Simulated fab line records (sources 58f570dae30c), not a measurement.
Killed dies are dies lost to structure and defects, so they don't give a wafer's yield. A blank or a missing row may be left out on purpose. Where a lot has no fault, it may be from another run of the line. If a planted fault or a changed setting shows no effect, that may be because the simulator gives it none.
Code-filled problem report in 8D (eight disciplines) form	flow berkeleyCmos170	the parts of the form that need people (team, actions taken, sign-off) are left out

1. WHAT IS WRONG
Wafers without a fault read 21.00 C, standard deviation 0.099; developerTempC at UCB170_M1_DEVELOP_08 reads a mean of 21.80 C on 6 wafers belonging to 2 lots. That puts it +8.1 standard deviations away from the usual mean.
The step: develop time 45 s.
The first sign was on wafer L216.3 at day 11 12:00, on lithoTrack-02. At this step, 42 wafers from 14 lots have a number in the record. Rule for "out", or "out of limits": more than 4 standard deviations from the usual mean. The rest of the wafers with a number are treated as sound.

2. WHAT THIS IS AND IS NOT
question	is	is not
which readings at this step	developerTempC	-
which lots	L215, L216	L196, L198, L202, L205, L206, L207, L209, L210, L212, L213, L217, L218
which wafers of those lots	all that have a number	-
read on which tools	lithoTrack-02	lithoTrack-03, lithoTrack-04
when	from day 11 12:00	up to then (30 sound wafers); but 6 sound wafers of L217, L218 came after

3. WHAT RULES OUT EACH SUSPECT
Counting: any tool at a process step up to the reading is kept as a suspect provided that every lot that is out went through it and no sound lot did after the first of them.
- lithoTrack-02 at UCB170_M1_DEVELOP_08 (develop time 45 s): kept. It processed each lot that is out, first L216 at day 11 12:00, and no sound lot thereafter; up to then, the last sound lot it processed was L213 at day 10 15:00. Out on those wafers are its own readings of developerTempC.
Remaining after the count: lithoTrack-02 at UCB170_M1_DEVELOP_08.

4. THE CAUSE (what the simulator had put in)
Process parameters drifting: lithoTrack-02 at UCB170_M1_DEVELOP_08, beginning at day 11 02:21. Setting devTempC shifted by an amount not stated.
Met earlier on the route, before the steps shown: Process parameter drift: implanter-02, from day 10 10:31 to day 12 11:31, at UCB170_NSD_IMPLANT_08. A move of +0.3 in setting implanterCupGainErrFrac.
After counting, this tool was the only one left.

5. THE CHAIN OF EFFECTS, in route order
Rows list readings where the struck wafers' mean (over those with a number) sits beyond 3 standard deviations from the usual. Only readings whose record carries a usual standard deviation are examined. hours: median over the lots of the time between each lot's start at the first step of this table that gives one and its start at this step. sigmas: the change, counted in usual standard deviations.
hours	step	reading	usual	on struck wafers	change	sigmas
0	UCB170_M1_DEVELOP_08	developerTempC	21.00 C	21.80	+0.80	+8.1
Process steps it contains:
- UCB170_M1_DEVELOP_08: develop time 45 s.
Later measuring or inspecting steps at which every struck wafer that the step has a row for has a number for every such reading, and none has moved that far: UCB170_V2_CD_MEAS_90.

6. WHAT WOULD HAVE CAUGHT IT SOONER
In this record the first reading out of limits was taken at day 11 12:00, 10 hours after the fault began at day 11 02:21.
